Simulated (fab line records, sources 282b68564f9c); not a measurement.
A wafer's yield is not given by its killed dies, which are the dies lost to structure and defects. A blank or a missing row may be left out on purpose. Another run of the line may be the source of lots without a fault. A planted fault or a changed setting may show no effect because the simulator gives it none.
The same fault as seen by 2 desks | flow rit-cmos | numbers are kept per desk, each desk with only its own; the story behind them comes last

## THE TOOL OWNER'S DESK: implanter-03
The tool's own readings at RIT_NSD_IMPLANT_08, given as means over the sampled wafers that have a number, one for each lot that went through this tool. A lot is out of limits, marked OUT, if its mean lies more than 4 standard deviations from the usual mean; the brackets give that distance.
Columns: A = beam-energy-keV at RIT_NSD_IMPLANT_08, usual 25.000; B = tilt-deg at RIT_NSD_IMPLANT_08, usual 7.003 degrees
lot  | first seen here | A                        | B
L348 | day 5 01:32     | 25.003                   | 6.975
L355 | day 6 12:09     | 23.568 (-99 or more) OUT | 7.005
L358 | day 7 03:59     | 23.573 (-99 or more) OUT | 7.015
This desk finds L355, L358 out of limits, L355 being first, at day 6 12:09 (beam-energy-keV at RIT_NSD_IMPLANT_08). Within limits: L348.

## FROM THE METROLOGY DESK
What the gauges read for every lot (on any tool): the sampled wafers with a number, averaged. A lot is out of limits, marked OUT, if its mean lies more than 4 standard deviations from the usual mean; the brackets give that distance.
Columns: A = SPACER_NITRIDE_THK at RIT_SPACER_THK_MEAS_04, usual 248.7 nm; B = NSD_OVL at RIT_NSD_OVL_MEAS_06, usual 0.2 nm
lot  | first seen here | A     | B
L345 | day 4 08:07     | 252.5 | -0.8
L348 | day 5 00:15     | 249.5 | 0.2
L355 | day 6 10:53     | 247.3 | -0.4
L358 | day 7 02:35     | 244.0 | -0.5
L359 | day 7 06:54     | 247.2 | 1.2
L361 | day 7 15:59     | 248.3 | 0.4
This desk's verdict: no lot among the 6 shows anything out of limits.

## ALL TOGETHER
At day 6 12:09, on L355, L358, the tool owner's desk was in a position to raise an alarm.
Nothing out of limits was seen by the metrology desk.
The metrology desk has L355, L358 on record, within its limits.
RIT_NSD_IMPLANT_08 was run on implanter-03 by each of the lots named.

## WHAT THE SIMULATOR HAD INSERTED
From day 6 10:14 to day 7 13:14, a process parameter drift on implanter-03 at RIT_NSD_IMPLANT_08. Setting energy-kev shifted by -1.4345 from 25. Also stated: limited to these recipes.
Struck lots among those shown: L355, L358.
Time in hours from fault onset to the first out-of-limits reading at each desk: the tool owner's desk, 2.
